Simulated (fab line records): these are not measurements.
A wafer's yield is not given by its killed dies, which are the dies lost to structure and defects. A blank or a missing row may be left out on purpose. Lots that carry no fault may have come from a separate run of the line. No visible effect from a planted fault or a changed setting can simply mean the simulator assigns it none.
2 desks looking at one fault | flow berkeley cmos170 | numbers are kept per desk, each desk with only its own; the story behind them comes last

THE METROLOGY DESK
What the gauges read for every lot (on any tool): the sampled wafers with a number, averaged. The brackets show how far a lot's mean lies from the usual mean; more than 4 standard deviations puts the lot out of limits, marked OUT.
Columns: A = PSD_OVL at UCB170_PSD_OVL_MEAS_07, usual 2 nm; B = M1_AL_RS at UCB170_M1_RS_MEAS_01, usual 0.0486 ohm/sq; C = V1_POLISHED_THK at UCB170_V1_THK_MEAS_04, usual 1000.4 nm
lot  | first seen here | A  | B      | C
L350 | day 6 22:08     | 3  | 0.0489 | 998.0
L351 | day 7 00:07     | 1  | 0.0490 | 999.7
L354 | day 7 06:04     | 2  | 0.0492 | 1000.0
L353 | day 7 06:23     | -3 | 0.0493 | 999.3
L352 | day 7 06:31     | 2  | 0.0484 | 999.3
L355 | day 7 18:16     | 3  | 0.0494 | 1001.4
L356 | day 8 00:48     | 0  | 0.0487 | 1001.8
L357 | day 8 01:04     | 4  | 0.0491 | 998.6
L360 | day 8 16:25     | 5  | 0.0493 | 1000.7
L361 | day 8 16:40     | 1  | 0.0484 | 1001.9
L364 | day 9 17:25     | -5 | 0.0487 | 999.0
L366 | day 9 22:12     | 1  | 0.0481 | 1000.1
L365 | day 9 22:28     | 5  | 0.0490 | 998.9
L372 | day 11 09:25    | 1  | 0.0482 | 1001.3
Result from this desk: across the 14 lots, nothing is out of limits.

FOR THE TOOL OWNER'S DESK: pvd sputter-01
The tool's own readings at UCB170_M1_SPUTTER_00 (material Al, target thk 600 nm, time 80 s): means of the sampled wafers that have a number, for each lot that ran on this tool. The brackets show how far a lot's mean lies from the usual mean; more than 4 standard deviations puts the lot out of limits, marked OUT.
Columns: A = chamber pressure pa at UCB170_M1_SPUTTER_00, usual 0.4999 Pa; B = throttle valve pct at UCB170_M1_SPUTTER_00, usual 30.1 %
lot  | first seen here | A                | B
L352 | day 7 15:41     | 0.4996           | 30.0
L353 | day 7 19:35     | 0.4997           | 30.5
L355 | day 8 04:46     | 0.5004           | 30.4
L356 | day 8 15:11     | 0.5194 (+22) OUT | 30.1
L360 | day 9 05:55     | 0.5197 (+22) OUT | 29.5
This desk's verdict: out of limits on L356, L360, starting with L356 at day 8 15:11 (chamber pressure pa at UCB170_M1_SPUTTER_00). In limits: L352, L353, L355.

BROUGHT TOGETHER
On L356, L360, at day 8 15:11, an alarm was possible from the tool owner's desk.
Nothing out of limits was seen by the metrology desk.
The metrology desk has L356, L360 on record, within its limits.
Every lot named ran UCB170_M1_SPUTTER_00 on pvd sputter-01.

WHAT THE SIMULATOR PUT IN
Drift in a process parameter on pvd sputter-01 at UCB170_M1_SPUTTER_00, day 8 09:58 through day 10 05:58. Setting chamber pressure pa, moved by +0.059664, from 0.5. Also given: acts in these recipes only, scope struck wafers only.
Shown lots that were struck: L356, L360.
Time in hours from fault onset to the first out-of-limits reading at each desk: the tool owner's desk, 5.
